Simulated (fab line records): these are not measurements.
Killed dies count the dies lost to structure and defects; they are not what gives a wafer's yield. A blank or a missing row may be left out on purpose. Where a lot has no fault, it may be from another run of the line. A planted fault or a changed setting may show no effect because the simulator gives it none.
Which of the tools did it? | flow rit-cmos | at 1 step of a route of 202, 14 lots with 42 wafers sampled

WHAT THE GAUGES SHOWED, per wafer
The record lacks any reading of a measuring or inspecting step that a usual standard deviation could be used to judge.

EACH LOT AND THE TOOL THAT RAN IT (in order: tool; ch and the chambers of the sampled wafers; start)
lot  | RIT_ACTIVE_STRIP_14
L996 | plasma-asher-03 ch 0,1, day 1 14:55
L997 | plasma-asher-03 ch 0,1, day 1 20:01
L999 | plasma-asher-01 ch 0,1, day 2 07:05
L102 | plasma-asher-01 ch 0,1, day 2 21:37
L103 | plasma-asher-02 ch 0,1, day 3 02:44
L106 | plasma-asher-01 ch 0,1, day 3 16:50
L107 | plasma-asher-02 ch 0,1, day 3 21:50
L108 | plasma-asher-01 ch 0,1, day 4 03:33
L110 | plasma-asher-01 ch 0, day 4 13:41
L111 | plasma-asher-03 ch 1, day 4 17:50
L116 | plasma-asher-03 ch 0,1, day 5 18:50
L117 | plasma-asher-02 ch 0,1, day 5 23:58
L118 | plasma-asher-02 ch 1, day 6 05:35
L119 | plasma-asher-03 ch 0,1, day 6 10:21
- RIT_ACTIVE_STRIP_14: strips in O2, time 180 s.

AS READ BY THE TOOLS THEMSELVES (means over the sampled wafers that have a number; for cases with no such wafer, the mark the record gives instead)
RIT_ACTIVE_STRIP_14.
lot  | tool            | chamber-pressure-mTorr (mTorr) | drypump-motor-current-A (A) | o2-flow-sccm (sccm)
L996 | plasma-asher-03 | 4001                           | 5.8                         | 3990
L997 | plasma-asher-03 | 4001                           | 5.8                         | 3991
L999 | plasma-asher-01 | 3997                           | 5.8                         | 4012
L102 | plasma-asher-01 | 4002                           | 5.6                         | 3995
L103 | plasma-asher-02 | 4004                           | 5.7                         | 3992
L106 | plasma-asher-01 | 4002                           | 5.6                         | 3987
L107 | plasma-asher-02 | 4000                           | 5.7                         | 3987
L108 | plasma-asher-01 | 4001                           | 5.8                         | 4000
L110 | plasma-asher-01 | -                              | -                           | -
L111 | plasma-asher-03 | -                              | -                           | -
L116 | plasma-asher-03 | 3999                           | 5.7                         | 4021
L117 | plasma-asher-02 | 3998                           | 5.5                         | 3998
L118 | plasma-asher-02 | 4002                           | 5.9                         | 4005
L119 | plasma-asher-03 | 3999                           | 5.8                         | 4001

THE ANSWER, worked out from the rows above alone
Rule: what is usual is taken from the lots themselves. The widest of any qualifying gaps counts: lots, ordered by their means at a reading, are off when they make up no more than a third of the lots, leave a main group of 4 or more, and stand apart from it by 3 or more times the standard deviation of that group's means. A main group whose means are all the same, to the digits that the tables above print for the reading, isn't used. A lot without any number at a reading at which 4 lots or more have one is off too. Where the step has rows for the other lots, those lots are counted as sound. After the gauges, taken in route order, come the tools' own readings; for these a lot's mean is taken, as printed above. The first step at which some lot is off is used, and at that step the reading that is off furthest; a lot without a number counts as furthest.
Off: L110, L111 (RIT_ACTIVE_STRIP_14, chamber-pressure-mTorr). Without a number there: L110, L111. Mean 4000 mTorr and standard deviation 1.9 in the main group.
A tool fits if, at that step or a process step before it, it ran every lot that is off, and no sound lot after the first of them. None of those tried fits.

WHAT WAS PUT IN BY THE SIMULATOR
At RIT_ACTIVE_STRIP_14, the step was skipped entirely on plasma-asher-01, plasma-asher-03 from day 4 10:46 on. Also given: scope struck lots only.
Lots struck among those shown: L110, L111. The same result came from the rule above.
